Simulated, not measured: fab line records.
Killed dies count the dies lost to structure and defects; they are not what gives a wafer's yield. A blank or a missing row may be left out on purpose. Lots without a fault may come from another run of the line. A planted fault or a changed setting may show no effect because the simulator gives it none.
What tool caused it? + flow berkeley cmos170 + 45 wafers from 15 lots sampled at 5 of the route's 331 steps

WHAT THE GAUGES SHOWED, per wafer
UCB170_V1_THK_MEAS_01. Usual: V1_TEOS_THK 2005 nm, standard deviation 24.
| lot  | measured     | on            | V1_TEOS_THK (nm) | flag |
|------|--------------|---------------|------------------|------|
| L283 | day 6 18:23  | film metro-02 | 1998 1999 2038   |      |
| L286 | day 7 20:28  | film metro-04 | 2008 1996 2048   |      |
| L287 | day 7 20:28  | film metro-03 | 1992 1957 2009   |      |
| L285 | day 7 20:28  | film metro-02 | 1998 2004 2016   |      |
| L291 | day 8 20:34  | film metro-02 | 2028 2006 2055   |      |
| L289 | day 8 20:34  | film metro-04 | 1962 1979 1997   |      |
| L290 | day 9 06:10  | film metro-02 | 2019 2019 2028   |      |
| L297 | day 11 00:13 | film metro-03 | 1984 1984 1980   |      |
| L299 | day 11 00:13 | film metro-04 | 1969 1982 1990   |      |
| L296 | day 11 00:22 | film metro-03 | 1974 1961 2007   |      |
| L298 | day 11 00:23 | film metro-04 | 1989 2009 2026   |      |
| L303 | day 12 00:16 | film metro-02 | 1985 1958 1998   |      |
| L305 | day 12 00:17 | film metro-04 | 2007 2030 2022   |      |
| L304 | day 12 00:19 | film metro-03 | 1967 2023 2037   |      |
| L306 | day 12 19:10 | film metro-02 | 1979 1981 1991   |      |

UCB170_V1_THK_MEAS_04. Usual: V1_POLISHED_THK 999.8 nm, standard deviation 1.1.
| lot  | measured     | on            | V1_POLISHED_THK (nm) | flag |
|------|--------------|---------------|----------------------|------|
| L283 | day 6 18:52  | film metro-02 | 1000.0 999.5 998.8   |      |
| L286 | day 7 20:56  | film metro-02 | 998.3 1001.5 1000.2  |      |
| L287 | day 7 21:14  | film metro-04 | 999.9 999.0 998.7    |      |
| L285 | day 7 21:33  | film metro-03 | 999.7 999.9 1001.8   |      |
| L291 | day 8 21:02  | film metro-02 | 999.7 999.5 1001.4   |      |
| L289 | day 8 21:03  | film metro-04 | 997.7 999.7 998.0    |      |
| L290 | day 9 06:38  | film metro-03 | 997.2 998.6 999.2    |      |
| L297 | day 11 00:41 | film metro-04 | 1000.0 999.8 998.3   |      |
| L299 | day 11 00:59 | film metro-04 | 999.4 1000.6 1000.2  |      |
| L296 | day 11 01:00 | film metro-02 | 999.9 1000.5 1000.1  |      |
| L298 | day 11 01:17 | film metro-04 | 1000.4 998.8 998.7   |      |
| L303 | day 12 00:45 | film metro-04 | 1000.1 998.3 999.3   |      |
| L305 | day 12 00:46 | film metro-02 | 1001.5 1000.6 1000.4 |      |
| L304 | day 12 01:03 | film metro-02 | 999.3 1001.3 999.4   |      |
| L306 | day 12 19:38 | film metro-02 | 1000.2 1000.6 999.4  |      |

UCB170_M2_RS_MEAS_02: a four-point-probe measurement. Usual: M2_AL_RS 0.0321 ohm/sq, standard deviation 0.00035.
| lot  | measured     | on            | M2_AL_RS (ohm/sq)    | flag |
|------|--------------|---------------|----------------------|------|
| L283 | day 6 21:18  | film metro-01 | 0.0319 0.0322 0.0319 |      |
| L286 | day 7 23:34  | film metro-02 | 0.0327 0.0327 0.0324 |      |
| L287 | day 7 23:46  | film metro-04 | 0.0320 0.0319 0.0321 |      |
| L285 | day 7 23:54  | film metro-01 | 0.0330 0.0329 0.0328 |      |
| L291 | day 8 23:10  | film metro-01 | 0.0323 0.0325 0.0319 |      |
| L289 | day 8 22:56  | film metro-02 | 0.0319 0.0324 0.0320 |      |
| L290 | day 9 08:46  | film metro-04 | 0.0321 0.0318 0.0320 |      |
| L297 | day 11 02:56 | film metro-02 | 0.0328 0.0326 0.0329 |      |
| L299 | day 11 03:25 | film metro-01 | - - - - - -          | OFF  |
| L296 | day 11 03:40 | film metro-02 | - - - - - -          | OFF  |
| L298 | day 11 03:53 | film metro-01 | - - - - - -          | OFF  |
| L303 | day 12 03:08 | film metro-01 | 0.0327 0.0326 0.0325 |      |
| L305 | day 12 02:55 | film metro-02 | 0.0318 0.0317 0.0319 |      |
| L304 | day 12 03:28 | film metro-02 | 0.0322 0.0318 0.0320 |      |
| L306 | day 13 01:08 | film metro-01 | 0.0322 0.0317 0.0320 |      |

WHAT TOOL EACH LOT RAN ON (gives the tool, then ch and the chambers of the sampled wafers, and finally the start)
| lot  | UCB170_V1_ETCH_14                  | UCB170_M2_SPUTTER_01         |
|------|------------------------------------|------------------------------|
| L283 | rie diel-02 ch 0,1,3, day 6 20:44  | pvd sputter-04, day 6 21:12  |
| L286 | rie diel-01 ch 1,2, day 7 22:58    | pvd sputter-01, day 7 23:29  |
| L287 | rie diel-02 ch 0,1,2, day 7 23:13  | pvd sputter-04, day 7 23:40  |
| L285 | rie diel-03 ch 0,1,2, day 7 23:20  | pvd sputter-03, day 7 23:47  |
| L291 | rie diel-01 ch 1,2,3, day 8 22:37  | pvd sputter-01, day 8 23:05  |
| L289 | rie diel-02 ch 1,3, day 8 22:23    | pvd sputter-04, day 8 22:50  |
| L290 | rie diel-02 ch 1,2,3, day 9 08:13  | pvd sputter-03, day 9 08:41  |
| L297 | rie diel-02 ch 1,2,3, day 11 02:16 | pvd sputter-01, day 11 02:50 |
| L299 | rie diel-02 ch 0,2,3, day 11 02:34 | pvd sputter-04, day 11 03:19 |
| L296 | rie diel-01 ch 0,1,3, day 11 02:41 | pvd sputter-01, day 11 03:34 |
| L298 | rie diel-02 ch 2,3, day 11 03:03   | pvd sputter-03, day 11 03:48 |
| L303 | rie diel-01 ch 0,1,3, day 12 02:35 | pvd sputter-03, day 12 03:03 |
| L305 | rie diel-03 ch 0,1,3, day 12 02:19 | pvd sputter-04, day 12 02:47 |
| L304 | rie diel-03 ch 0,3, day 12 02:55   | pvd sputter-04, day 12 03:23 |
| L306 | rie diel-03 ch 0,3, day 13 00:36   | pvd sputter-04, day 13 01:04 |
- UCB170_V1_ETCH_14: etches SiO2 in CHF3/CF4/Ar, stops on Al, target depth 1250 nm, time 291 s.
- UCB170_M2_SPUTTER_01: material Al, target thk 900 nm, time 120 s.

WHAT THE TOOLS THEMSELVES READ (means of the sampled wafers that have a number; where no wafer has one, the mark that the record gives instead)
UCB170_V1_ETCH_14. Usual: drypump motor current A 5.6 A, standard deviation 0.5; oes product au 0.877 a.u., standard deviation 0.013; throttle valve pct 6.94 %, standard deviation 0.16.
| lot  | tool        | drypump motor current A (A) | oes product au (a.u.) | throttle valve pct (%) | flag |
|------|-------------|-----------------------------|-----------------------|------------------------|------|
| L283 | rie diel-02 | 5.6                         | 0.880                 | 6.98                   |      |
| L286 | rie diel-01 | 5.5                         | 0.882                 | 7.02                   |      |
| L287 | rie diel-02 | 5.4                         | 0.887                 | 7.01                   |      |
| L285 | rie diel-03 | 5.4                         | 0.869                 | 6.91                   |      |
| L291 | rie diel-01 | 5.7                         | 0.882                 | 7.03                   |      |
| L289 | rie diel-02 | 5.7                         | 0.870                 | 6.85                   |      |
| L290 | rie diel-02 | 5.5                         | 0.880                 | 6.88                   |      |
| L297 | rie diel-02 | 5.5                         | 0.876                 | 6.89                   |      |
| L299 | rie diel-02 | 5.4                         | 0.878                 | 6.91                   |      |
| L296 | rie diel-01 | 6.1                         | 0.875                 | 6.90                   |      |
| L298 | rie diel-02 | 5.3                         | 0.874                 | 6.84                   |      |
| L303 | rie diel-01 | 6.1                         | 0.876                 | 6.90                   |      |
| L305 | rie diel-03 | 5.6                         | 0.872                 | 6.88                   |      |
| L304 | rie diel-03 | 5.4                         | 0.870                 | 6.89                   |      |
| L306 | rie diel-03 | 5.4                         | 0.871                 | 6.89                   |      |

UCB170_M2_SPUTTER_01. Usual: cathode dc power W 5999.9 W, standard deviation 1; chamber pressure pa 0.5001 Pa, standard deviation 0.001; throttle valve pct 30.1 %, standard deviation 1.1.
| lot  | tool           | cathode dc power W (W) | chamber pressure pa (Pa) | throttle valve pct (%) | flag |
|------|----------------|------------------------|--------------------------|------------------------|------|
| L283 | pvd sputter-04 | 6000.1                 | 0.4996                   | 29.3                   |      |
| L286 | pvd sputter-01 | 6000.2                 | 0.4997                   | 31.2                   |      |
| L287 | pvd sputter-04 | 6000.1                 | 0.5000                   | 30.4                   |      |
| L285 | pvd sputter-03 | 6000.6                 | 0.5009                   | 29.7                   |      |
| L291 | pvd sputter-01 | 6001.4                 | 0.4996                   | 30.5                   |      |
| L289 | pvd sputter-04 | 5999.5                 | 0.5000                   | 30.4                   |      |
| L290 | pvd sputter-03 | 6000.7                 | 0.4993                   | 29.7                   |      |
| L297 | pvd sputter-01 | 5999.4                 | 0.4999                   | 30.8                   |      |
| L299 | pvd sputter-04 | -                      | -                        | -                      | OFF  |
| L296 | pvd sputter-01 | -                      | -                        | -                      | OFF  |
| L298 | pvd sputter-03 | -                      | -                        | -                      | OFF  |
| L303 | pvd sputter-03 | 5999.4                 | 0.5003                   | 29.8                   |      |
| L305 | pvd sputter-04 | 6000.4                 | 0.4993                   | 29.1                   |      |
| L304 | pvd sputter-04 | 5999.6                 | 0.4996                   | 30.0                   |      |
| L306 | pvd sputter-04 | 6000.0                 | 0.4997                   | 30.1                   |      |

THE ANSWER, worked out from the rows above alone
Rule: a lot counts as off when the mean over its wafers that have a number is more than 3 standard deviations away from the usual mean. Also off: a lot with no number at a reading for which 4 or more lots have one. Any other lot the step has rows for is counted as sound. After the gauges, taken in route order, come the tools' own readings; for these a lot's mean is taken, as printed above. At the first step where some lot is off, the reading lying furthest off is the one used; lots without a number count as furthest.
Off: at UCB170_M2_RS_MEAS_02 (M2_AL_RS), L299, L296, L298. Without a number there: L299, L296, L298.
A tool fits if, at a process step before that reading, it ran every lot that is off, and no sound lot after the first of them. The gauges at UCB170_M2_RS_MEAS_02 aren't tried: what is off there is off at UCB170_M2_SPUTTER_01 too, on other tools, and a gauge's error can't cause that. None of those tried fits.

WHAT THE SIMULATOR PUT IN
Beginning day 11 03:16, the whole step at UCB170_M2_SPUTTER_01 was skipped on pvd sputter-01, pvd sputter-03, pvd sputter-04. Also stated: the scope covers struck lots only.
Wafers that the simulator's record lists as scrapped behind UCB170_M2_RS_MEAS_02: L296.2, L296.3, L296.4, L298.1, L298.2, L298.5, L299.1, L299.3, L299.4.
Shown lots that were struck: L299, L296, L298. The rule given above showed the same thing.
